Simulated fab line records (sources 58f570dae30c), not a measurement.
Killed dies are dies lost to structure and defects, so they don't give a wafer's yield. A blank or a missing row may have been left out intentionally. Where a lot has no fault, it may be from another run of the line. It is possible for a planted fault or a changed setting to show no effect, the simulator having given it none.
Commonality check across tools -- flow berkeley cmos170 -- 15 lots, 45 wafers sampled

REASON FOR OPENING
At UCB170_PWELL_THK_MEAS_03 the reading PWELL_OXIDE_THK is flagged on 3 of 15 lots. Fault-free wafers read 26.3 nm, with a standard deviation of 0.49.
Rule: flag the lot when none of its wafers has a number, or when each of its wafers that has one lies beyond 4 standard deviations from that mean. All remaining lots are regarded as sound.

lot,measured,on,"PWELL_OXIDE_THK (nm), wafer by wafer",flag
L951,day 2 08:01,film metro-02,26.7 27.2 27.0,
L953,day 2 17:24,film metro-02,25.6 25.7 25.6,
L954,day 3 02:17,film metro-04,26.6 26.6 26.7,
L956,day 3 15:18,film metro-02,26.9 26.9 27.2,
L957,day 3 20:53,film metro-04,25.8 26.3 25.5,
L961,day 4 12:47,film metro-03,26.9 26.7 27.1,
L959,day 4 12:47,film metro-04,26.3 25.8 26.1,
L960,day 4 12:48,film metro-02,26.0 26.3 26.2,
L965,day 5 16:16,film metro-03,26.0 25.9 25.7,
L967,day 5 23:53,film metro-03,17.4 16.9 17.4,FLAGGED
L968,day 6 02:35,film metro-04,17.3 17.5 17.4,FLAGGED
L969,day 6 10:51,film metro-02,18.2 18.3 18.5,FLAGGED
L972,day 6 23:30,film metro-02,26.0 26.0 25.7,
L973,day 6 23:31,film metro-03,26.1 25.6 25.8,
L974,day 7 07:31,film metro-02,26.4 26.7 27.1,
The numbers of the flagged lots are 17.7 nm on average: -8.6 nm against the usual, or -18 standard deviations.

WHICH TOOL RAN EACH LOT
The record holds 1 process step before the reading, out of a route of 331 steps. Every cell lists first the tool, next ch and the chambers used by the sampled wafers, and last the start.
lot,flag,UCB170_PWELL_OXIDATION_02
L951,,"furnace-03 ch 0, day 2 06:40"
L953,,"furnace-02 ch 0, day 2 16:03"
L954,,"furnace-02 ch 0, day 3 00:54"
L956,,"furnace-02 ch 0, day 3 13:57"
L957,,"furnace-01 ch 0, day 3 19:32"
L961,,"furnace-03 ch 0, day 4 11:26"
L959,,"furnace-03 ch 0, day 4 11:26"
L960,,"furnace-03 ch 0, day 4 11:26"
L965,,"furnace-01 ch 0, day 5 14:55"
L967,FLAGGED,"furnace-03 ch 0, day 5 22:31"
L968,FLAGGED,"furnace-03 ch 0, day 6 01:13"
L969,FLAGGED,"furnace-03 ch 0, day 6 09:30"
L972,,"furnace-01 ch 0, day 6 22:09"
L973,,"furnace-01 ch 0, day 6 22:09"
L974,,"furnace-01 ch 0, day 7 06:10"
These steps, and what they do:
- UCB170_PWELL_OXIDATION_02: target thk 26.4 nm, ox time 1260 s.
- UCB170_PWELL_THK_MEAS_03

FLAGGED OVER TOTAL, TOOL BY TOOL (the gauges that took the reading come last)
step,tool,lots run,flagged,share of the flagged lots,sound lots run after its first flagged lot
UCB170_PWELL_OXIDATION_02,furnace-01,5,0,none,-
UCB170_PWELL_OXIDATION_02,furnace-02,3,0,none,-
UCB170_PWELL_OXIDATION_02,furnace-03,7,3,all,0
UCB170_PWELL_THK_MEAS_03,film metro-02,7,1,some,"2 (L972,L974)"
UCB170_PWELL_THK_MEAS_03,film metro-03,4,1,some,1 (L973)
UCB170_PWELL_THK_MEAS_03,film metro-04,4,1,some,0

WHAT THE TABLE PERMITS
In the table, 1 row covers all flagged lots: furnace-03 at UCB170_PWELL_OXIDATION_02.
- furnace-03 at UCB170_PWELL_OXIDATION_02 ran 7 lots, 3 of them flagged. A fault beginning between L959 (day 4 11:26), its last sound lot, and L967 (day 5 22:31), its first flagged one, fits the data. Its own readings (spike tc centre C, spike tc load C, spike tc source C, tube center temp C, tube_center_temp_C_max) fall more than 4 standard deviations out on all wafers of the flagged lots.
Left over: one tool, furnace-03 at UCB170_PWELL_OXIDATION_02.

WHAT THE SIMULATOR HAD PUT IN
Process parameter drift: furnace-03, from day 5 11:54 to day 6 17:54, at UCB170_PWELL_OXIDATION_02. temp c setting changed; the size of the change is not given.
Shown lots that were struck: L967, L968, L969. This agrees with what the rule above found.
